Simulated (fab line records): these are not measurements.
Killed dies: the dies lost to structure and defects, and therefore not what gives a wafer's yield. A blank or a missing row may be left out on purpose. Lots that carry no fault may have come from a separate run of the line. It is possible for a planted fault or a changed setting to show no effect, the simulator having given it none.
What tool caused it? ; flow rit_cmos ; 14 lots (42 wafers sampled), 1 step of a 202-step route

== WHAT THE GAUGES SHOWED, per wafer ==
The record holds no reading of a measuring or inspecting step that can be judged against a usual standard deviation.

== EACH LOT AND THE TOOL THAT RAN IT (in order: tool; ch and the chambers of the sampled wafers; start) ==
lot;RIT_ACTIVE_OXIDATION_01
L975;furnace-02 ch 0, day 1 10:07
L977;furnace-03 ch 0, day 1 20:07
L979;furnace-01 ch 0, day 2 06:07
L981;furnace-01 ch 0, day 2 16:07
L982;furnace-01 ch 0, day 2 23:29
L983;furnace-03 ch 0, day 3 02:07
L984;furnace-03 ch 0, day 3 07:07
L986;furnace-01 ch 0, day 3 17:07
L992;furnace-02, day 4 23:07
L993;furnace-01, day 5 04:34
L995;furnace-03 ch 0, day 5 15:50
L996;furnace-03 ch 0, day 5 20:16
L997;furnace-01 ch 0, day 6 01:05
L998;furnace-02 ch 0, day 6 05:50
- RIT_ACTIVE_OXIDATION_01: target thk 46.8 nm, ox time 3360 s.

== WHAT THE TOOLS THEMSELVES READ (means of the sampled wafers that have a number; where no wafer has one, the mark that the record gives instead) ==
RIT_ACTIVE_OXIDATION_01. Usual: ox_temp_c 1000.0 C, standard deviation 0.42; ox_temp_c_max 1006.1, standard deviation 2.4; zone_power_load_pct 35 %, standard deviation 5; zone_power_source_pct 35.8 %, standard deviation 2.7.
lot;tool;ox_temp_c (C);ox_temp_c_max;zone_power_load_pct (%);zone_power_source_pct (%);flag
L975;furnace-02;1000.2;1004.9;42;32.7;
L977;furnace-03;1000.2;1008.4;34;36.2;
L979;furnace-01;1000.5;1005.5;30;39.2;
L981;furnace-01;1000.2;1004.9;30;38.5;
L982;furnace-01;1000.1;1004.9;30;38.7;
L983;furnace-03;1000.2;1009.8;34;36.6;
L984;furnace-03;999.7;1008.8;34;36.3;
L986;furnace-01;999.7;1005.1;30;38.8;
L992;furnace-02;-;-;-;-;OFF
L993;furnace-01;-;-;-;-;OFF
L995;furnace-03;1000.2;1008.6;33;36.4;
L996;furnace-03;1000.2;1009.5;34;36.3;
L997;furnace-01;1000.0;1004.9;30;39.0;
L998;furnace-02;999.8;1004.4;42;32.6;

== THE ANSWER, worked out from the rows above alone ==
Rule: a lot counts as off when the mean over its wafers that have a number is more than 3 standard deviations away from the usual mean. A lot without any number at a reading at which 4 lots or more have one is off too. The other lots that the step has rows for count as sound. The gauges are gone through in route order, then the tools' own readings, and for those a lot's mean is taken as printed above. At the first step where some lot is off, the reading lying furthest off is the one used; lots without a number count as furthest.
Off, at RIT_ACTIVE_OXIDATION_01 on ox_temp_c: L992, L993. Without a number there: L992, L993.
A tool fits if, at that step or a process step before it, it ran every lot that is off, and no sound lot after the first of them. Of those tried, none fits.

== WHAT THE SIMULATOR PUT IN ==
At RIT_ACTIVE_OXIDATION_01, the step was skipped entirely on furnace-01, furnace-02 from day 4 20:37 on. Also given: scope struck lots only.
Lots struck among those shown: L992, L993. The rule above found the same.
